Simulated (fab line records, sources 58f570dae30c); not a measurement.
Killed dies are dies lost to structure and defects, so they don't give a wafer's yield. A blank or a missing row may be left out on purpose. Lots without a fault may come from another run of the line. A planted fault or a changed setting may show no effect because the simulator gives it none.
Which tool did it? | flow berkeley_cmos170 | 14 lots, 42 wafers sampled, at 3 steps of a route of 331

WHAT THE GAUGES READ, wafer by wafer
UCB170_M3_CD_MEAS_90: target cd 700 nm. Usual: cd_nm 701 nm, standard deviation 4.7.
lot  | measured     | on        | cd_nm (nm)              | flag
L143 | day 9 16:52  | cd_sem-01 | 700 693 701             |
L144 | day 9 18:50  | cd_sem-01 | 709 707 707             |
L146 | day 10 00:28 | cd_sem-01 | 701 705 704             |
L145 | day 10 02:53 | cd_sem-02 | 710 709 706             |
L148 | day 10 03:34 | cd_sem-01 | 695 697 696             |
L147 | day 10 04:59 | cd_sem-01 | 701 705 705             |
L149 | day 10 12:34 | cd_sem-02 | 708 706 710             |
L150 | day 10 12:47 | cd_sem-01 | 700 702 694             |
L152 | day 11 01:19 | cd_sem-01 | 694 698 708             |
L154 | day 11 14:29 | cd_sem-01 | 705 705 697             |
L161 | day 12 22:12 | cd_sem-01 | 718 720 715 718 720 715 | OFF
L159 | day 12 22:19 | cd_sem-01 | 707 703 705             |
L163 | day 13 12:51 | cd_sem-01 | 723 721 718 723 721 719 | OFF
L166 | day 14 11:22 | cd_sem-01 | 703 699 702             |

WHICH TOOL RAN EACH LOT (tool, then ch and the chambers of the sampled wafers, then the start)
lot  | UCB170_M3_METAL_ETCH_18           | UCB170_M3_STRIP_19
L143 | rie_metal-04 ch 0,1, day 9 16:37  | plasma_asher-01 ch 0,1, day 9 16:46
L144 | rie_metal-02 ch 1, day 9 18:22    | plasma_asher-01 ch 0,1, day 9 18:44
L146 | rie_metal-03 ch 0,1, day 10 00:11 | plasma_asher-02 ch 1, day 10 00:22
L145 | rie_metal-02 ch 1, day 10 02:25   | plasma_asher-01 ch 0,1, day 10 02:47
L148 | rie_metal-04 ch 1, day 10 03:15   | plasma_asher-03 ch 0,1, day 10 03:26
L147 | rie_metal-03 ch 0,1, day 10 04:42 | plasma_asher-02 ch 0,1, day 10 04:53
L149 | rie_metal-02 ch 1, day 10 12:08   | plasma_asher-02 ch 0,1, day 10 12:27
L150 | rie_metal-04 ch 0,1, day 10 12:28 | plasma_asher-03 ch 0,1, day 10 12:40
L152 | rie_metal-02 ch 0,1, day 11 00:50 | plasma_asher-01 ch 0, day 11 01:01
L154 | rie_metal-02 ch 0,1, day 11 14:13 | plasma_asher-03 ch 0,1, day 11 14:23
L161 | rie_metal-04 ch 0,1, day 12 21:55 | plasma_asher-02 ch 0,1, day 12 22:06
L159 | rie_metal-02 ch 1, day 12 21:59   | plasma_asher-01 ch 0,1, day 12 22:10
L163 | rie_metal-04 ch 0,1, day 13 12:34 | plasma_asher-01 ch 0,1, day 13 12:45
L166 | rie_metal-03 ch 1, day 14 11:04   | plasma_asher-01 ch 0, day 14 11:15
- UCB170_M3_METAL_ETCH_18: etches Al in Cl2/BCl3, stops on SiO2, target depth 1170 nm, time 200.2 s.
- UCB170_M3_STRIP_19: strips in O2.

WHAT THE TOOLS THEMSELVES READ (means of the sampled wafers that have a number; where no wafer has one, the mark that the record gives instead)
UCB170_M3_METAL_ETCH_18. Usual: drypump_motor_current_A 5.8 A, standard deviation 0.43; he_backside_leak_sccm 3.26 sccm, standard deviation 0.23; mfc_cl2_sccm 90.1 sccm, standard deviation 0.31; oes_product_au 0.853 a.u., standard deviation 0.016; throttle_valve_pct 24.2 %, standard deviation 0.36.
lot  | tool         | drypump_motor_current_A (A) | he_backside_leak_sccm (sccm) | mfc_cl2_sccm (sccm) | oes_product_au (a.u.) | throttle_valve_pct (%) | flag
L143 | rie_metal-04 | 5.8                         | 3.19                         | 90.0                | 0.853                 | 24.0                   |
L144 | rie_metal-02 | 6.2                         | 3.51                         | 89.9                | 0.851                 | 23.9                   |
L146 | rie_metal-03 | 6.2                         | 3.13                         | 89.8                | 0.881                 | 24.6                   |
L145 | rie_metal-02 | 6.2                         | 3.45                         | 90.8                | 0.850                 | 23.9                   |
L148 | rie_metal-04 | 5.7                         | 3.68                         | 90.6                | 0.836                 | 24.1                   |
L147 | rie_metal-03 | 6.2                         | 3.18                         | 90.1                | 0.871                 | 24.6                   |
L149 | rie_metal-02 | 6.2                         | 3.51                         | 89.7                | 0.866                 | 23.9                   |
L150 | rie_metal-04 | 5.7                         | 3.14                         | 89.9                | 0.842                 | 24.0                   |
L152 | rie_metal-02 | 5.8                         | 3.17                         | 90.2                | 0.855                 | 24.5                   |
L154 | rie_metal-02 | 6.0                         | 3.30                         | 90.1                | 0.857                 | 24.2                   |
L161 | rie_metal-04 | 5.7                         | 3.19                         | 90.2                | 0.771                 | 24.1                   | OFF
L159 | rie_metal-02 | 6.2                         | 3.59                         | 89.9                | 0.848                 | 23.9                   |
L163 | rie_metal-04 | 5.7                         | 3.20                         | 90.2                | 0.772                 | 24.1                   | OFF
L166 | rie_metal-03 | 6.7                         | 3.31                         | 90.0                | 0.859                 | 24.7                   |

UCB170_M3_STRIP_19. Usual: drypump_motor_current_A 5.68 A, standard deviation 0.22; oes_product_au 0.528 a.u., standard deviation 0.021.
lot  | tool            | drypump_motor_current_A (A) | oes_product_au (a.u.) | flag
L143 | plasma_asher-01 | 5.68                        | 0.501                 |
L144 | plasma_asher-01 | 5.81                        | 0.552                 |
L146 | plasma_asher-02 | 5.31                        | 0.539                 |
L145 | plasma_asher-01 | 5.66                        | 0.546                 |
L148 | plasma_asher-03 | 5.62                        | 0.501                 |
L147 | plasma_asher-02 | 5.63                        | 0.552                 |
L149 | plasma_asher-02 | 5.45                        | 0.544                 |
L150 | plasma_asher-03 | 5.71                        | 0.509                 |
L152 | plasma_asher-01 | 5.96                        | 0.519                 |
L154 | plasma_asher-03 | 5.64                        | 0.543                 |
L161 | plasma_asher-02 | 5.65                        | 0.720                 | OFF
L159 | plasma_asher-01 | 5.68                        | 0.552                 |
L163 | plasma_asher-01 | 5.69                        | 0.724                 | OFF
L166 | plasma_asher-01 | 5.97                        | 0.532                 |

THE ANSWER, worked out from the rows above alone
Rule: a lot is off if the mean of its wafers that have a number lies more than 3 standard deviations from the usual mean. A lot without any number at a reading at which 4 lots or more have one is off too. The other lots that the step has rows for count as sound. The gauges are gone through in route order, then the tools' own readings, and for those a lot's mean is taken as printed above. The first step at which some lot is off is used, and at that step the reading that is off furthest; a lot without a number counts as furthest.
Off: L161, L163, at UCB170_M3_CD_MEAS_90 (cd_nm).
A tool fits if, at a process step before that reading, it ran every lot that is off, and no sound lot after the first of them. The gauges at UCB170_M3_CD_MEAS_90 aren't tried: what is off there is off at UCB170_M3_METAL_ETCH_18 too, on other tools, and a gauge's error can't cause that. One fits: rie_metal-04 at UCB170_M3_METAL_ETCH_18. Its last sound lot is L150 (day 10 12:28), its first lot that is off L161 (day 12 21:55): a fault that began between those two fits.
The tool's own readings at UCB170_M3_METAL_ETCH_18 bear it out: on the lots that are off they differ by more than 5 times the standard deviation of the sound lots' means. oes_product_au reads 0.772 a.u. there against 0.856 a.u. on the sound lots.

WHAT THE SIMULATOR HAD PUT IN
Process parameter drift: rie_metal-04, from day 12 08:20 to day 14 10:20, at UCB170_M3_METAL_ETCH_18. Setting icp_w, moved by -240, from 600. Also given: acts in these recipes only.
Lots struck among those shown: L161, L163. The rule above found the same.
